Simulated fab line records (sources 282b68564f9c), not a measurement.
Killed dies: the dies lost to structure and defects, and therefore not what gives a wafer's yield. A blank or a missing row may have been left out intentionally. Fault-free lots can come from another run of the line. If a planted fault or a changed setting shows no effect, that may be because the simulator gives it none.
Which tool was responsible? + flow ritCmos + 14 lots, 42 wafers sampled, at 3 steps of a route of 202

WHAT EACH GAUGE READ, for each wafer
RIT_PWELL_TW_MEAS_10. Usual: PWELL_TW 946, standard deviation 12.
| lot  | measured    | on           | PWELL_TW       | flag |
|------|-------------|--------------|----------------|------|
| L200 | day 1 23:05 | filmMetro-04 | 958 953 953    |      |
| L201 | day 2 05:10 | filmMetro-01 | 929 931 928    |      |
| L202 | day 2 12:42 | filmMetro-02 | 950 954 949    |      |
| L204 | day 2 23:57 | filmMetro-02 | 949 958 954    |      |
| L205 | day 3 02:36 | filmMetro-04 | 959 953 954    |      |
| L206 | day 3 06:05 | filmMetro-04 | 954 950 954    |      |
| L207 | day 3 11:02 | filmMetro-04 | 1070 1073 1076 | OFF  |
| L208 | day 3 20:49 | filmMetro-02 | 1074 1074 1068 | OFF  |
| L209 | day 4 00:53 | filmMetro-01 | 930 935 931    |      |
| L215 | day 5 04:02 | filmMetro-01 | 928 929 930    |      |
| L220 | day 6 04:07 | filmMetro-02 | 952 947 949    |      |
| L221 | day 6 09:26 | filmMetro-01 | 928 929 932    |      |
| L222 | day 6 17:07 | filmMetro-04 | 958 959 952    |      |
| L223 | day 6 20:08 | filmMetro-04 | 961 957 958    |      |

RIT_WELLDRIVE_RS_MEAS_02: the measuring method here is four-point-probe. Usual: PWELL_RS 429.3 ohm/sq, standard deviation 1.2.
| lot  | measured    | on           | PWELL_RS (ohm/sq) | flag |
|------|-------------|--------------|-------------------|------|
| L200 | day 2 04:32 | filmMetro-01 | 428.1 428.0 430.0 |      |
| L201 | day 2 11:23 | filmMetro-01 | 430.5 430.1 429.4 |      |
| L202 | day 2 18:01 | filmMetro-01 | 430.2 427.2 429.5 |      |
| L204 | day 3 05:23 | filmMetro-04 | 428.5 427.8 429.2 |      |
| L205 | day 3 09:07 | filmMetro-04 | 427.5 428.9 429.4 |      |
| L206 | day 3 12:58 | filmMetro-04 | 428.2 430.1 429.9 |      |
| L207 | day 3 18:07 | filmMetro-02 | 345.1 345.0 345.5 | OFF  |
| L208 | day 4 02:08 | filmMetro-02 | 343.7 343.5 345.0 | OFF  |
| L209 | day 4 07:46 | filmMetro-01 | 429.3 428.9 431.7 |      |
| L215 | day 5 09:18 | filmMetro-01 | 430.1 429.7 429.9 |      |
| L220 | day 6 11:03 | filmMetro-01 | 428.5 427.9 427.8 |      |
| L221 | day 6 15:56 | filmMetro-01 | 427.4 428.3 428.4 |      |
| L222 | day 6 23:11 | filmMetro-02 | 427.7 428.7 428.1 |      |
| L223 | day 7 02:03 | filmMetro-01 | 429.7 429.5 429.3 |      |

TOOL THAT RAN EACH LOT (tool first, then ch and the chambers of the sampled wafers, then the start)
| lot  | RIT_PWELL_IMPLANT_08           |
|------|--------------------------------|
| L200 | implanter-02 ch 0, day 1 22:48 |
| L201 | implanter-02 ch 0, day 2 04:52 |
| L202 | implanter-03 ch 0, day 2 12:23 |
| L204 | implanter-03 ch 0, day 2 23:40 |
| L205 | implanter-04 ch 0, day 3 02:17 |
| L206 | implanter-04 ch 0, day 3 05:46 |
| L207 | implanter-04 ch 0, day 3 10:44 |
| L208 | implanter-04 ch 0, day 3 20:31 |
| L209 | implanter-02 ch 0, day 4 00:34 |
| L215 | implanter-02 ch 0, day 5 03:43 |
| L220 | implanter-03 ch 0, day 6 03:47 |
| L221 | implanter-04 ch 0, day 6 09:07 |
| L222 | implanter-02 ch 0, day 6 16:47 |
| L223 | implanter-04 ch 0, day 6 19:49 |
- RIT_PWELL_IMPLANT_08

AS READ BY THE TOOLS THEMSELVES (means over the sampled wafers that have a number; for cases with no such wafer, the mark the record gives instead)
RIT_PWELL_IMPLANT_08. Usual: doseIonsCm2 7e+13, standard deviation 6.7e+10; faradayCurrentUA 222, standard deviation 4.5.
| lot  | tool         | doseIonsCm2 | faradayCurrentUA | flag |
|------|--------------|-------------|------------------|------|
| L200 | implanter-02 | 7e+13       | 224              |      |
| L201 | implanter-02 | 7e+13       | 219              |      |
| L202 | implanter-03 | 7e+13       | 225              |      |
| L204 | implanter-03 | 7e+13       | 225              |      |
| L205 | implanter-04 | 7e+13       | 218              |      |
| L206 | implanter-04 | 7e+13       | 218              |      |
| L207 | implanter-04 | 1e+14       | 320              | OFF  |
| L208 | implanter-04 | 1e+14       | 316              | OFF  |
| L209 | implanter-02 | 7e+13       | 223              |      |
| L215 | implanter-02 | 7e+13       | 222              |      |
| L220 | implanter-03 | 7e+13       | 218              |      |
| L221 | implanter-04 | 7e+13       | 224              |      |
| L222 | implanter-02 | 7e+13       | 222              |      |
| L223 | implanter-04 | 7e+13       | 221              |      |

THE ANSWER, worked out from the rows above alone
Rule: lot off if the mean of its wafers having a number is beyond 3 standard deviations from the usual mean. A lot without any number at a reading at which 4 lots or more have one is off too. The other lots that the step has rows for count as sound. First the gauges in route order, then the tools' own readings, where a lot's mean is used as printed above. At the first step where some lot is off, the reading lying furthest off is the one used; lots without a number count as furthest.
Off: at RIT_PWELL_TW_MEAS_10 (PWELL_TW), L207, L208.
If a tool, at a process step before that reading, ran all the lots that are off and no sound lot after the first of them, it fits. The gauges at RIT_PWELL_TW_MEAS_10 aren't tried: what is off there is off at RIT_PWELL_IMPLANT_08 too, on other tools, and a gauge's error can't cause that. None of those tried fits.

WHAT THE SIMULATOR HAD INSERTED
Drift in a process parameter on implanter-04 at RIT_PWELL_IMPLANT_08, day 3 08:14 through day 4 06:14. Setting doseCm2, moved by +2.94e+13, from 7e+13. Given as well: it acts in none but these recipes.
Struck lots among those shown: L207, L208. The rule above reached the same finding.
